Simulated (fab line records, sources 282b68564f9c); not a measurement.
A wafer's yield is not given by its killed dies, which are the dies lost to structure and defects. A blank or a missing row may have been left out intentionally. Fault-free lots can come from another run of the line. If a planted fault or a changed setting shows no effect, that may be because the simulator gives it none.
Comparing a struck lot with a sound one    flow ritCmos    15 out of 202 route steps
Sound: these wafers, L606.1, L606.2, L606.6. Wafers struck: L608.1, L608.2, L608.4. The cause comes at the end.
At each step with rows: each side's tool, then ch and its chambers, then its first start. Under that, the readings that differ: sound wafers    struck wafers    difference of the means    sigmas: that difference in standard deviations of wafers without a fault.
alike: same words and numbers on both sides, and readings whose means sit less than 2 such deviations apart. not compared: any withheld reading, any reading some wafer has no value for, any bound like >300 that may hide the same value, and any number with overlapping values for which the record gives no deviation.
The two part at a step that has a row with sigmas, a row that says differs or no value, or rows on one side only. When numbers do not overlap yet have no deviation, they are printed without sigmas and do not part them. Lack of a reading on every wafer of one side parts them only where that side has two or more wafers.

RIT_ACTIVE_THK_MEAS_02:
  struck on filmMetro-03, day 5 21:03; sound on filmMetro-01, day 5 11:03
  alike: ACTIVE_OXIDE_THK
then, 1 step without rows for these wafers: RIT_ACTIVE_CVD_03 (deposits Si3N4 from SiH2Cl2/NH3, target thk 150 nm, time 1500 s).
RIT_ACTIVE_THK_MEAS_04:
  struck on filmMetro-04, day 5 22:32; sound on filmMetro-04, day 5 12:32
  alike: ACTIVE_NITRIDE_THK
then, 6 steps without rows for these wafers: RIT_ACTIVE_HMDS_05 (prime time 60 s); RIT_ACTIVE_COAT_06 (resist thk 1000 nm); RIT_ACTIVE_SOFTBAKE_07 (time 60 s); RIT_ACTIVE_EXPOSE_08 (exposes mask M1, target cd 1400 nm); RIT_ACTIVE_PEB_09; RIT_ACTIVE_DEVELOP_10 (develop time 50 s).
RIT_ACTIVE_CD_MEAS_11: the cd target is 1400 nm.
  struck on cdSem-01, day 5 23:34; sound on cdSem-02, day 5 13:26
  alike: cdNm
then, 1 step without rows for these wafers: RIT_ACTIVE_HARDBAKE_12 (time 60 s).
RIT_ACTIVE_ETCH_13: etches Si3N4 in SF6, stops on SiO2, time 210 s, target depth 210 nm.
  sound on rieDiel-03 ch 1,2,3, day 5 13:43; struck on rieDiel-03 ch 0,1,3, day 5 23:50
  alike: drypumpMotorCurrentA, oesProductAu, rfFwdPowerW, throttleValvePct
  not compared: rfHoursCounterH
RIT_ACTIVE_STRIP_14: strips in O2, time 180 s.
  sound on plasmaAsher-03 ch 0,1, day 5 13:50; struck on plasmaAsher-02 ch 0,1, day 5 23:58
reading                       sound           struck          difference  sigmas
chamberPressureMTorr (mTorr)  4002 3998 3997  5997 5996 5999  +1998       +99 or more
  alike: drypumpMotorCurrentA
  not compared: rfHoursCounterH
RIT_ACTIVE_CD_MEAS_90: the cd target is 1400 nm.
  struck on cdSem-02, day 6 00:08; sound on cdSem-02, day 5 14:01
  alike: cdNm
RIT_M1_PROBE_99:
  struck on prober-01, day 7 23:29; sound on prober-01, day 7 09:09
reading           sound  struck  difference  sigmas
killedAtContacts  0 0 1  0 0 0   +0          -2
  alike: killedAtFrontEnd, killedDies, killedOpen, killedShort

== WHERE THEY PART ==
First at RIT_ACTIVE_STRIP_14; last, within this record, at RIT_M1_PROBE_99.

WHY: what had been put in by the simulator
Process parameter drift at RIT_ACTIVE_STRIP_14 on plasmaAsher-02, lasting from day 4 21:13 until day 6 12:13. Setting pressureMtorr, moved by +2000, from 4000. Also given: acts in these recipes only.
